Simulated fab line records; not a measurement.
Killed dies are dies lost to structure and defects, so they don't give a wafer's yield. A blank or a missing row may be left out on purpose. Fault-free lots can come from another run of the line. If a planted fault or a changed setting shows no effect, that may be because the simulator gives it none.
Which tool did it? :: flow rit cmos :: Sampling: 14 lots, 42 wafers, 6 of 202 route steps

== WHAT THE GAUGES READ, wafer by wafer ==
RIT_PWELL_TW_MEAS_10.
lot: L902
measured: day 1 22:37
on: film metro-04
PWELL_TW: 949 947 952

lot: L903
measured: day 2 05:53
on: film metro-04
PWELL_TW: 947 944 944

lot: L906
measured: day 2 20:24
on: film metro-01
PWELL_TW: 943 943 944

lot: L908
measured: day 3 09:20
on: film metro-01
PWELL_TW: 930 933 937

lot: L911
measured: day 3 20:14
on: film metro-03
PWELL_TW: 946 941 948

lot: L914
measured: day 4 11:00
on: film metro-01
PWELL_TW: 935 938 938

lot: L916
measured: day 4 21:22
on: film metro-01
PWELL_TW: 936 933 932

lot: L917
measured: day 5 01:31
on: film metro-01
PWELL_TW: 942 934 933

lot: L918
measured: day 5 07:55
on: film metro-04
PWELL_TW: 945 944 940

lot: L920
measured: day 5 16:45
on: film metro-04
PWELL_TW: 945 942 936

lot: L921
measured: day 5 23:13
on: film metro-01
PWELL_TW: 939 933 939

lot: L922
measured: day 6 03:02
on: film metro-03
PWELL_TW: 953 954 951

lot: L923
measured: day 6 09:06
on: film metro-01
PWELL_TW: 943 941 945

lot: L925
measured: day 6 17:51
on: film metro-04
PWELL_TW: 945 944 947

RIT_PLDD_TW_MEAS_10.
lot: L902
measured: day 2 20:28
on: film metro-01
PLDD_TW: 2340 2329 2322

lot: L903
measured: day 3 04:42
on: film metro-01
PLDD_TW: 2322 2319 2322

lot: L906
measured: day 3 16:33
on: film metro-02
PLDD_TW: 2331 2354 2360

lot: L908
measured: day 4 06:00
on: film metro-02
PLDD_TW: 2353 2365 2352

lot: L911
measured: day 4 17:47
on: film metro-02
PLDD_TW: 2360 2366 2376

lot: L914
measured: day 5 08:10
on: film metro-01
PLDD_TW: 2309 2311 2310

lot: L916
measured: day 5 17:47
on: film metro-03
PLDD_TW: 2621 2616 2622

lot: L917
measured: day 5 22:21
on: film metro-02
PLDD_TW: 2352 2353 2372

lot: L918
measured: day 6 04:35
on: film metro-03
PLDD_TW: 2641 2654 2649

lot: L920
measured: day 6 12:49
on: film metro-02
PLDD_TW: 2362 2342 2348

lot: L921
measured: day 6 19:56
on: film metro-01
PLDD_TW: 2341 2335 2340

lot: L922
measured: day 7 00:32
on: film metro-03
PLDD_TW: 2346 2372 2360

lot: L923
measured: day 7 05:13
on: film metro-02
PLDD_TW: 2331 2341 2328

lot: L925
measured: day 7 15:14
on: film metro-01
PLDD_TW: 2313 2298 2310

RIT_SDANNEAL_RS_MEAS_05: measures by four-point-probe.
lot: L902
measured: day 3 02:30
on: film metro-03
NSD_RS (ohm/sq): 84.30 84.50 84.42

lot: L903
measured: day 3 11:33
on: film metro-01
NSD_RS (ohm/sq): 84.37 84.06 84.40

lot: L906
measured: day 3 23:37
on: film metro-02
NSD_RS (ohm/sq): 84.94 84.81 84.60

lot: L908
measured: day 4 12:12
on: film metro-01
NSD_RS (ohm/sq): 84.79 84.86 84.96

lot: L911
measured: day 5 00:14
on: film metro-02
NSD_RS (ohm/sq): 84.25 84.28 84.47

lot: L914
measured: day 5 14:26
on: film metro-02
NSD_RS (ohm/sq): 84.92 84.74 84.50

lot: L916
measured: day 6 00:47
on: film metro-01
NSD_RS (ohm/sq): 83.97 83.81 84.06

lot: L917
measured: day 6 06:10
on: film metro-01
NSD_RS (ohm/sq): 84.77 84.70 84.63

lot: L918
measured: day 6 11:39
on: film metro-02
NSD_RS (ohm/sq): 84.22 84.12 84.45

lot: L920
measured: day 6 19:10
on: film metro-02
NSD_RS (ohm/sq): 84.53 84.36 84.69

lot: L921
measured: day 7 02:11
on: film metro-01
NSD_RS (ohm/sq): 84.32 84.57 84.82

lot: L922
measured: day 7 06:45
on: film metro-01
NSD_RS (ohm/sq): 84.55 84.76 84.49

lot: L923
measured: day 7 11:26
on: film metro-03
NSD_RS (ohm/sq): 84.04 84.00 84.06

lot: L925
measured: day 7 21:37
on: film metro-03
NSD_RS (ohm/sq): 84.93 85.02 84.67

RIT_SDANNEAL_RS_MEAS_06: measures by four-point-probe.
lot: L902
measured: day 3 02:37
on: film metro-03
PLDD_RS (ohm/sq): 178.3 179.0 178.3

lot: L903
measured: day 3 11:40
on: film metro-01
PLDD_RS (ohm/sq): 178.1 177.8 178.2

lot: L906
measured: day 3 23:44
on: film metro-02
PLDD_RS (ohm/sq): 178.8 178.3 178.5

lot: L908
measured: day 4 12:19
on: film metro-01
PLDD_RS (ohm/sq): 178.7 178.1 178.6

lot: L911
measured: day 5 00:22
on: film metro-02
PLDD_RS (ohm/sq): 178.5 178.3 178.6

lot: L914
measured: day 5 14:34
on: film metro-02
PLDD_RS (ohm/sq): 178.7 178.5 179.2

lot: L916
measured: day 6 00:55
on: film metro-01
PLDD_RS (ohm/sq): 155.9 156.1 156.7

lot: L917
measured: day 6 06:17
on: film metro-01
PLDD_RS (ohm/sq): 178.6 178.3 178.0

lot: L918
measured: day 6 11:46
on: film metro-02
PLDD_RS (ohm/sq): 156.7 157.2 157.2

lot: L920
measured: day 6 19:17
on: film metro-02
PLDD_RS (ohm/sq): 179.1 178.9 178.9

lot: L921
measured: day 7 02:18
on: film metro-01
PLDD_RS (ohm/sq): 179.0 179.3 178.9

lot: L922
measured: day 7 06:52
on: film metro-01
PLDD_RS (ohm/sq): 178.5 178.0 177.9

lot: L923
measured: day 7 11:34
on: film metro-03
PLDD_RS (ohm/sq): 178.1 177.5 178.0

lot: L925
measured: day 7 21:44
on: film metro-03
PLDD_RS (ohm/sq): 178.7 178.7 178.3

== EACH LOT AND THE TOOL THAT RAN IT (in order: tool; ch and the chambers of the sampled wafers; start) ==
lot: L902
RIT_PRETRO_STRIP_09: plasma asher-03 ch 0,1, day 2 08:08
RIT_PLDD_IMPLANT_08: implanter-01 ch 0, day 2 20:08

lot: L903
RIT_PRETRO_STRIP_09: plasma asher-03 ch 0,1, day 2 14:26
RIT_PLDD_IMPLANT_08: implanter-03 ch 0, day 3 04:23

lot: L906
RIT_PRETRO_STRIP_09: plasma asher-03 ch 0,1, day 3 04:39
RIT_PLDD_IMPLANT_08: implanter-03 ch 0, day 3 16:13

lot: L908
RIT_PRETRO_STRIP_09: plasma asher-01 ch 0,1, day 3 17:50
RIT_PLDD_IMPLANT_08: implanter-03 ch 0, day 4 05:41

lot: L911
RIT_PRETRO_STRIP_09: plasma asher-02 ch 0,1, day 4 05:01
RIT_PLDD_IMPLANT_08: implanter-03 ch 0, day 4 17:28

lot: L914
RIT_PRETRO_STRIP_09: plasma asher-02 ch 0,1, day 4 19:27
RIT_PLDD_IMPLANT_08: implanter-01 ch 0, day 5 07:50

lot: L916
RIT_PRETRO_STRIP_09: plasma asher-02 ch 0,1, day 5 05:52
RIT_PLDD_IMPLANT_08: implanter-03 ch 0, day 5 17:29

lot: L917
RIT_PRETRO_STRIP_09: plasma asher-01 ch 0,1, day 5 10:01
RIT_PLDD_IMPLANT_08: implanter-01 ch 0, day 5 22:01

lot: L918
RIT_PRETRO_STRIP_09: plasma asher-01 ch 0,1, day 5 16:45
RIT_PLDD_IMPLANT_08: implanter-03 ch 0, day 6 04:16

lot: L920
RIT_PRETRO_STRIP_09: plasma asher-03 ch 0,1, day 6 01:00
RIT_PLDD_IMPLANT_08: implanter-01 ch 0, day 6 12:29

lot: L921
RIT_PRETRO_STRIP_09: plasma asher-03 ch 0,1, day 6 07:43
RIT_PLDD_IMPLANT_08: implanter-02 ch 0, day 6 19:37

lot: L922
RIT_PRETRO_STRIP_09: plasma asher-02 ch 0,1, day 6 11:40
RIT_PLDD_IMPLANT_08: implanter-02 ch 0, day 7 00:14

lot: L923
RIT_PRETRO_STRIP_09: plasma asher-02 ch 0,1, day 6 17:32
RIT_PLDD_IMPLANT_08: implanter-02 ch 0, day 7 04:53

lot: L925
RIT_PRETRO_STRIP_09: plasma asher-03 ch 0,1, day 7 02:07
RIT_PLDD_IMPLANT_08: implanter-01 ch 0, day 7 14:54
- RIT_PRETRO_STRIP_09: strips in O2, time 180 s.
- RIT_PLDD_IMPLANT_08

== AS READ BY THE TOOLS THEMSELVES (means over the sampled wafers that have a number; for cases with no such wafer, the mark the record gives instead) ==
RIT_PRETRO_STRIP_09.
lot: L902
tool: plasma asher-03
drypump motor current A (A): 5.8

lot: L903
tool: plasma asher-03
drypump motor current A (A): 6.1

lot: L906
tool: plasma asher-03
drypump motor current A (A): 6.1

lot: L908
tool: plasma asher-01
drypump motor current A (A): 6.5

lot: L911
tool: plasma asher-02
drypump motor current A (A): 5.8

lot: L914
tool: plasma asher-02
drypump motor current A (A): 6.1

lot: L916
tool: plasma asher-02
drypump motor current A (A): 6.1

lot: L917
tool: plasma asher-01
drypump motor current A (A): 6.5

lot: L918
tool: plasma asher-01
drypump motor current A (A): 6.5

lot: L920
tool: plasma asher-03
drypump motor current A (A): 6.1

lot: L921
tool: plasma asher-03
drypump motor current A (A): 5.8

lot: L922
tool: plasma asher-02
drypump motor current A (A): 5.8

lot: L923
tool: plasma asher-02
drypump motor current A (A): 6.2

lot: L925
tool: plasma asher-03
drypump motor current A (A): 5.8

RIT_PLDD_IMPLANT_08.
lot: L902
tool: implanter-01
dose ions cm2: 9e+14
end station pressure torr (Torr): 7.6e-06
faraday current uA: 2800

lot: L903
tool: implanter-03
dose ions cm2: 9e+14
end station pressure torr (Torr): 7.2e-06
faraday current uA: 2849

lot: L906
tool: implanter-03
dose ions cm2: 9e+14
end station pressure torr (Torr): 7.3e-06
faraday current uA: 2811

lot: L908
tool: implanter-03
dose ions cm2: 9e+14
end station pressure torr (Torr): 7.8e-06
faraday current uA: 2810

lot: L911
tool: implanter-03
dose ions cm2: 9e+14
end station pressure torr (Torr): 7.5e-06
faraday current uA: 2774

lot: L914
tool: implanter-01
dose ions cm2: 9e+14
end station pressure torr (Torr): 7.7e-06
faraday current uA: 2833

lot: L916
tool: implanter-03
dose ions cm2: 1e+15
end station pressure torr (Torr): 8.6e-06
faraday current uA: 4516

lot: L917
tool: implanter-01
dose ions cm2: 9e+14
end station pressure torr (Torr): 7.3e-06
faraday current uA: 2753

lot: L918
tool: implanter-03
dose ions cm2: 1e+15
end station pressure torr (Torr): 8.3e-06
faraday current uA: 4429

lot: L920
tool: implanter-01
dose ions cm2: 9e+14
end station pressure torr (Torr): 7.3e-06
faraday current uA: 2826

lot: L921
tool: implanter-02
dose ions cm2: 9e+14
end station pressure torr (Torr): 7.3e-06
faraday current uA: 2779

lot: L922
tool: implanter-02
dose ions cm2: 9e+14
end station pressure torr (Torr): 7.5e-06
faraday current uA: 2869

lot: L923
tool: implanter-02
dose ions cm2: 9e+14
end station pressure torr (Torr): 7.3e-06
faraday current uA: 2872

lot: L925
tool: implanter-01
dose ions cm2: 9e+14
end station pressure torr (Torr): 7.2e-06
faraday current uA: 2835

== THE ANSWER, worked out from the rows above alone ==
Rule: usual is defined by the lots themselves. Put in order of their means at a reading, lots are off if they are a third of the lots or fewer, leave a main group of 4 or more, and stand apart from it by a gap of 3 or more times the standard deviation of the main group's means; of several such gaps the widest counts. If all means in a main group match to the digits the tables above print for the reading, that group is not used. A lot without any number at a reading at which 4 lots or more have one is off too. The other lots that the step has rows for count as sound. First the gauges in route order, then the tools' own readings, where a lot's mean is used as printed above. The first step at which some lot is off is used, and at that step the reading that is off furthest; a lot without a number counts as furthest.
Off: L916, L918, at RIT_PLDD_TW_MEAS_10 (PLDD_TW). Mean 2340 and standard deviation 19 in the main group.
If a tool, at a process step before that reading, ran all the lots that are off and no sound lot after the first of them, it fits. Not tried: the gauges at RIT_PLDD_TW_MEAS_10; whatever is off there is also off at RIT_SDANNEAL_RS_MEAS_06, on other tools, and gauge error can't account for it. One candidate fits, namely implanter-03 at RIT_PLDD_IMPLANT_08. Its last sound lot is L911 (day 4 17:28), its first lot that is off L916 (day 5 17:29): a fault that began between those two fits.
The tool's own readings at RIT_PLDD_IMPLANT_08 bear it out: on the lots that are off they differ by more than 5 times the standard deviation of the sound lots' means. dose ions cm2 reads 1e+15 there against 9e+14 on the sound lots; end station pressure torr reads 8.5e-06 Torr there against 7.4e-06 Torr on the sound lots; faraday current uA reads 4472 there against 2818 on the sound lots.

== WHAT THE SIMULATOR HAD INSERTED ==
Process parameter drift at RIT_PLDD_IMPLANT_08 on implanter-03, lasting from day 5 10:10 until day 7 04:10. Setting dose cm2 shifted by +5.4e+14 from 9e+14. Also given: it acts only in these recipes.
Lots struck among those shown: L916, L918. The rule above reached the same finding.
